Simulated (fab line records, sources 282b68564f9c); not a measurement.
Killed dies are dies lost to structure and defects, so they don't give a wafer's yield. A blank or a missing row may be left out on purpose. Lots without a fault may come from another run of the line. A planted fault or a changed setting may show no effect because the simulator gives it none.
Which tool did it? | flow rit_cmos | 7 lots, 21 wafers sampled, at 2 steps of a route of 202

WHAT THE GAUGES READ, wafer by wafer
RIT_NSD_OVL_MEAS_06.
lot  | measured    | on         | NSD_OVL (nm)
L526 | day 3 09:03 | overlay-01 | 1.1 1.3 1.5
L529 | day 4 01:07 | overlay-02 | 0.2 -0.4 0.4
L531 | day 4 09:51 | overlay-02 | 0.4 0.1 0.0
L533 | day 4 21:12 | overlay-01 | -0.8 -0.7 -0.6
L537 | day 5 15:51 | overlay-01 | 2.8 3.0 1.4
L543 | day 6 21:04 | overlay-02 | 0.1 -1.8 -2.1
L547 | day 7 17:40 | overlay-02 | -1.7 -0.5 1.4

WHICH TOOL RAN EACH LOT (tool, then ch and the chambers of the sampled wafers, then the start)
lot  | RIT_SPACER_ETCHBACK_05
L526 | rie_diel-03 ch 0,1,2, day 3 07:55
L529 | rie_diel-02 ch 0,1, day 3 23:59
L531 | rie_diel-03 ch 0,1,3, day 4 08:43
L533 | rie_diel-04 ch 0,1, day 4 20:12
L537 | rie_diel-02 ch 0,1,3, day 5 14:44
L543 | rie_diel-03 ch 1,2, day 6 19:56
L547 | rie_diel-02 ch 1,2, day 7 16:39
- RIT_SPACER_ETCHBACK_05: etches Si3N4 in SF6/CHF3, stops on SiO2, target depth 250 nm, time 240 s.

THE ANSWER, worked out from the rows above alone
Rule: what is usual is taken from the lots themselves. Put in order of their means at a reading, lots are off if they are a third of the lots or fewer, leave a main group of 4 or more, and stand apart from it by a gap of 3 or more times the standard deviation of the main group's means; of several such gaps the widest counts. A main group whose means are all the same, to the digits that the tables above print for the reading, isn't used. A lot without any number at a reading at which 4 lots or more have one is off too. The other lots that the step has rows for count as sound.
No lot is off at any reading shown: from this, nothing can be told.

WHAT THE SIMULATOR HAD PUT IN
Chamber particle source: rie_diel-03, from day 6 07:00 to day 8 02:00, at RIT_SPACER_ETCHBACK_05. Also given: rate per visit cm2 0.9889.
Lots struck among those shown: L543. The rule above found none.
